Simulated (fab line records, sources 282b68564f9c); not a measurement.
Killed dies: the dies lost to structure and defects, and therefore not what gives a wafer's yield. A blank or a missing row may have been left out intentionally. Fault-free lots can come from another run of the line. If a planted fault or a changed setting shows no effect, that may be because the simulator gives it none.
Which of the tools did it?	flow ritCmos	Sampling: 7 lots, 21 wafers, 2 of 202 route steps

== WHAT EACH GAUGE READ, for each wafer ==
RIT_ACTIVE_THK_MEAS_04.
lot	measured	on	ACTIVE_NITRIDE_THK (nm)
L763	day 1 20:07	filmMetro-02	148.6 148.8 149.3
L766	day 2 09:32	filmMetro-04	150.0 150.7 150.2
L768	day 2 20:36	filmMetro-02	204.1 204.2 204.7 204.2 204.5 204.8
L774	day 4 01:36	filmMetro-03	146.7 147.2 149.1
L781	day 5 12:32	filmMetro-04	149.2 148.0 149.2
L783	day 5 22:45	filmMetro-02	148.8 149.2 150.0
L785	day 6 08:33	filmMetro-03	150.5 150.7 150.7

== EACH LOT AND THE TOOL THAT RAN IT (in order: tool; ch and the chambers of the sampled wafers; start) ==
lot	RIT_ACTIVE_CVD_03
L763	lpcvd-02 ch 0, day 1 17:59
L766	lpcvd-01 ch 1, day 2 08:07
L768	lpcvd-02 ch 1, day 2 18:27
L774	lpcvd-01 ch 1, day 4 00:10
L781	lpcvd-01 ch 0, day 5 11:07
L783	lpcvd-01 ch 0, day 5 21:18
L785	lpcvd-01 ch 1, day 6 07:07
- RIT_ACTIVE_CVD_03: deposits Si3N4 from SiH2Cl2/NH3, target thk 150 nm, time 1500 s.

== THE ANSWER, worked out from the rows above alone ==
Rule: usual is defined by the lots themselves. Put in order of their means at a reading, lots are off if they are a third of the lots or fewer, leave a main group of 4 or more, and stand apart from it by a gap of 3 or more times the standard deviation of the main group's means; of several such gaps the widest counts. The tables above print the reading to a certain number of digits; a main group whose means all agree to those digits is not used. Also off: a lot with no number at a reading for which 4 or more lots have one. All remaining lots with rows at the step are treated as sound.
Off: L768, seen at RIT_ACTIVE_THK_MEAS_04 (ACTIVE_NITRIDE_THK). The main group has a mean of 149.3 nm with a standard deviation of 0.99.
If a tool, at a process step before that reading, ran all the lots that are off and no sound lot after the first of them, it fits. The gauges at RIT_ACTIVE_THK_MEAS_04 are tried like those tools. One fits: RIT_ACTIVE_CVD_03 on lpcvd-02. Its last sound lot is L763 (day 1 17:59), its first lot that is off L768 (day 2 18:27): a fault that began between those two fits.

== WHAT HAD BEEN PUT IN BY THE SIMULATOR ==
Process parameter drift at RIT_ACTIVE_CVD_03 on lpcvd-02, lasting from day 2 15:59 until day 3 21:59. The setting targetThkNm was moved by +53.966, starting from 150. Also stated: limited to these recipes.
Struck lots among those shown: L768. Same finding as the rule above.
